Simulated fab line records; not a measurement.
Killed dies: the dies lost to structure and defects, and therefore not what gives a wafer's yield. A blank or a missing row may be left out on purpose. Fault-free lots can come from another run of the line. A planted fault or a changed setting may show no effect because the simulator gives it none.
Struck lot and sound lot, side by side	flow rit cmos	18 steps out of a route of 202
Sound: wafers L261.4, L261.5, L261.6. The struck wafers were L268.1, L268.5, L268.6. The cause is given at the end.
For every step that has rows: the tool of each side, followed by ch and its chambers, followed by its first start. Under that, the readings that differ: sound wafers	struck wafers	difference of the means	sigmas: that difference in standard deviations of wafers without a fault.
alike: same words and numbers on both sides, and readings whose means sit less than 2 such deviations apart. not compared: any withheld reading, any reading some wafer has no value for, any bound like >300 that may hide the same value, and any number with overlapping values for which the record gives no deviation.
Wherever a step has rows on one side only, a row that says differs or no value, or a row with sigmas, the two part there. Numbers that have no deviation but don't overlap get no sigmas and don't part them. Lack of a reading on every wafer of one side parts them only where that side has two or more wafers.

first, 4 steps without rows for these wafers: RIT_NSD_SOFTBAKE_02 (time 60 s); RIT_NSD_EXPOSE_03 (exposes mask M9, target cd 40700 nm); RIT_NSD_PEB_04; RIT_NSD_DEVELOP_05 (develop time 50 s).
RIT_NSD_OVL_MEAS_06:
  sound on overlay-02 at day 5 22:50; struck on overlay-02 at day 8 01:18
  alike: NSD_OVL
then, 2 steps without rows for these wafers: RIT_NSD_HARDBAKE_07 (time 60 s); RIT_NSD_IMPLANT_08.
RIT_NSD_STRIP_09: strips in O2, time 180 s.
  sound on plasma asher-04 ch 0,1, day 5 23:13; struck on plasma asher-04 ch 0,1, day 8 01:38
  alike: drypump motor current A
  not compared: rf hours counter h
RIT_NSD_TW_MEAS_10:
  sound on film metro-03 at day 5 23:22; struck on film metro-03 at day 8 01:49
  alike: NSD_TW
then, 3 steps without rows for these wafers: RIT_PSD_HMDS_00 (prime time 60 s); RIT_PSD_COAT_01 (resist thk 1000 nm); RIT_PSD_SOFTBAKE_02 (time 60 s).
RIT_PSD_EXPOSE_03: exposes mask M10, target cd 40900 nm.
  sound on iline stepper-02 ch 0, day 5 23:53; struck on iline stepper-01 ch 0, day 8 02:40
reading	sound	struck	difference	sigmas
model.PSD.overlay x nm (nm)	0.7795 0.7795 0.7795	130.1 130.1 130.1	+129.3	
  alike: mask, reticle temp C
then, 2 steps without rows for these wafers: RIT_PSD_PEB_04; RIT_PSD_DEVELOP_05 (develop time 50 s).
RIT_PSD_OVL_MEAS_06:
  sound on overlay-02 at day 6 00:15; struck on overlay-02 at day 8 03:10
reading	sound	struck	difference	sigmas
PSD_OVL (nm)	0.1 -2.6 1.6	128.8 131.1 130.1	+130.3	+93
then, 1 step without rows for these wafers: RIT_PSD_HARDBAKE_07 (time 60 s).
RIT_M1_PROBE_99:
  sound on prober-01 at day 6 08:38; struck on prober-01 at day 8 13:53
reading	sound	struck	difference	sigmas
model.etest.select edge diode p.leak log10 a (angstrom)	-10.16 -10.08 -10.44	-9.928 -9.538 -10	+0.405	
  alike: killed at contacts, killed at front end, killed dies, killed open, killed short

## WHERE THEY PART
RIT_PSD_OVL_MEAS_06 only, going by this record. Later steps at which nothing parts them and some readings are alike: RIT_M1_PROBE_99.

WHY: what had been put in by the simulator
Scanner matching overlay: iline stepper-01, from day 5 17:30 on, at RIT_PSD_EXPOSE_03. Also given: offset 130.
